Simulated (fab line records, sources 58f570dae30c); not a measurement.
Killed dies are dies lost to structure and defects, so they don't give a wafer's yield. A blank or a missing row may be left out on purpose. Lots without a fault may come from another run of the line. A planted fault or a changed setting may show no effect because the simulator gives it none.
A struck lot beside a sound one | flow berkeley_cmos170 | 15 steps out of a route of 331
Sound: wafers L204.2, L204.3, L204.5. Struck: wafers L197.1, L197.2, L197.6. The cause comes at the end.
At each step with rows: each side's tool, then ch and its chambers, then its first start. Under that, the readings that differ: sound wafers | struck wafers | difference of the means | sigmas: that difference in standard deviations of wafers without a fault.
alike: readings whose means differ by less than 2 such deviations, and words and numbers that are the same on both sides. not compared: withheld readings, readings that some wafer has no value for, bounds like >300 that may hide the same value, and numbers for which the record gives no deviation and whose values overlap.
The two part at a step that has a row with sigmas, a row that says differs or no value, or rows on one side only. Numbers that don't overlap but have no deviation are shown without sigmas and don't part them. A reading that every wafer of one side lacks parts them only if that side has two wafers or more.

UCB170_PWELL_THK_MEAS_03:
  sound on film_metro-01, day 7 01:58; struck on film_metro-04, day 6 00:14
  reading              | sound          | struck         | difference | sigmas
  PWELL_OXIDE_THK (nm) | 27.3 27.1 27.1 | 25.7 26.4 26.2 | -1.1       | -2
then, 2 steps without rows for these wafers: UCB170_PWELL_ANNEAL_04 (time 900 s); UCB170_PWELL_CVD_05 (deposits Si3N4 from SiH2Cl2/NH3, target thk 220 nm, time 3300 s).
UCB170_PWELL_THK_MEAS_06:
  sound on film_metro-01, day 7 09:40; struck on film_metro-03, day 6 08:52
  alike: PWELL_NITRIDE_THK
then, 6 steps without rows for these wafers: UCB170_PWELL_HMDS_07 (prime time 60 s); UCB170_PWELL_COAT_08 (resist thk 900 nm); UCB170_PWELL_SOFTBAKE_09 (time 60 s); UCB170_PWELL_EXPOSE_10 (exposes mask PWELL, target cd 3000 nm); UCB170_PWELL_PEB_11; UCB170_PWELL_DEVELOP_12 (develop time 45 s).
UCB170_PWELL_OVL_MEAS_13:
  sound on overlay-02, day 7 10:46; struck on overlay-01, day 6 10:08
  alike: PWELL_OVL
UCB170_PWELL_ETCH_14: etches Si3N4 in CH3F/Ar/O2, stops on SiO2, target depth 242 nm, time 151 s.
  sound on rie_diel-04 ch 0,1, day 7 10:47; struck on rie_diel-04 ch 0,3, day 6 10:11
  alike: O2_flow_sccm, drypump_motor_current_A, oes_product_au, throttle_valve_pct
  not compared: rf_hours_counter_h
UCB170_PWELL_IMPLANT_15:
  sound on implanter-04 ch 0, day 7 10:55; struck on implanter-03 ch 0, day 6 10:17
  reading                   | sound                | struck               | difference | sigmas
  beam_energy_keV           | 59.993 59.967 59.973 | 56.885 56.908 56.884 | -3.085     | -99 or more
  model.implant.rp_nm (nm)  | 185.8 185.8 185.8    | 184.5 184.5 184.5    | -1.3       |
  model.implant.drp_nm (nm) | 64.7 64.7 64.7       | 62.87 62.87 62.87    | -1.83      |
UCB170_PWELL_STRIP_16: strips in O2.
  sound on plasma_asher-03 ch 0,1, day 7 11:02; struck on plasma_asher-01 ch 0,1, day 6 10:26
  alike: drypump_motor_current_A, oes_product_au, strip_time_to_endpoint_s
  not compared: rf_hours_counter_h
-- the record jumps here: 5 days lie between the struck wafers' starts before and after (it left off in module PWELL and takes up again in module M3, whose first step shown is number 331 of the route) --
UCB170_M3_PROBE_99:
  the record has rows for the struck wafers here (prober-01, day 11 16:07) and none for the sound ones

WHERE THEY PART
First at UCB170_PWELL_THK_MEAS_03; last, within this record, at UCB170_M3_PROBE_99.

WHY: what the simulator had put in
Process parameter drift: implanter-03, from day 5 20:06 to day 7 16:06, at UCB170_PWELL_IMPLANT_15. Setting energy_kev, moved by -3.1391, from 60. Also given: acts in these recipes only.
